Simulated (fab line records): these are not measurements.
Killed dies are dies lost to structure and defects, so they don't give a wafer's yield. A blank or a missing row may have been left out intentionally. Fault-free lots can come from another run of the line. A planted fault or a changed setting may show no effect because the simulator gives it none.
One fault through the eyes of 2 desks + flow rit cmos + only its own numbers are on each desk; what lay behind them is given at the end

== FROM THE METROLOGY DESK ==
What the gauges read, lot by lot, whatever tool the lot ran on: means of the sampled wafers that have a number. Any lot whose mean is over 4 standard deviations away from the usual mean is out of limits and marked OUT; that distance is given in the brackets.
Columns: A = PLDD_OVL at RIT_PLDD_OVL_MEAS_06, usual -0.4 nm; B = PLDD_TW at RIT_PLDD_TW_MEAS_10, usual 2351; C = SPACER_NITRIDE_THK at RIT_SPACER_THK_MEAS_04, usual 249.9 nm; D = NSD_OVL at RIT_NSD_OVL_MEAS_06, usual 0.2 nm
| lot  | first seen here | A    | B    | C     | D    |
|------|-----------------|------|------|-------|------|
| L295 | day 3 11:27     | 0.3  | 2386 | 246.8 | 1.2  |
| L298 | day 3 22:46     | -0.7 | 2389 | 250.8 | 0.8  |
| L301 | day 4 12:22     | -0.4 | 2314 | 251.8 | 0.1  |
| L303 | day 4 15:11     | -1.9 | 2374 | 252.8 | 0.6  |
| L313 | day 6 14:40     | 0.3  | 2334 | 248.5 | -0.2 |
| L314 | day 6 18:34     | -0.4 | 2390 | 252.7 | 0.1  |
Finding of this desk: none of the 6 lots has anything out of limits.

== FOR THE TOOL OWNER'S DESK: litho track-01 ==
The tool's own readings at RIT_NSD_COAT_01 (resist thk 1000 nm): means of the sampled wafers that have a number, for each lot that ran on this tool. Any lot whose mean is over 4 standard deviations away from the usual mean is out of limits and marked OUT; that distance is given in the brackets.
Columns: A = spin speed rpm at RIT_NSD_COAT_01, usual 3249.9 rpm
| lot  | first seen here | A                |
|------|-----------------|------------------|
| L298 | day 4 02:44     | 3248.6           |
| L301 | day 4 15:41     | 3015.3 (-98) OUT |
| L303 | day 4 18:52     | 3015.8 (-98) OUT |
This desk's finding: out of limits on L301, L303; first on L301, day 4 15:41 (spin speed rpm at RIT_NSD_COAT_01). Within limits: L298.

== BROUGHT TOGETHER ==
An alarm could have come from the tool owner's desk at day 4 15:41, on L301, L303.
The metrology desk saw nothing out of limits.
The metrology desk has L301, L303 on record, within its limits.
On litho track-01, each named lot ran RIT_NSD_COAT_01.

== WHAT HAD BEEN PUT IN BY THE SIMULATOR ==
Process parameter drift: litho track-01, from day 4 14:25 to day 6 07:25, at RIT_NSD_COAT_01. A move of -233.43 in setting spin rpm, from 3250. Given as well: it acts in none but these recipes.
Lots struck among those shown: L301, L303.
Hours from the fault's start to each desk's first reading out of limits: the tool owner's desk, 1.
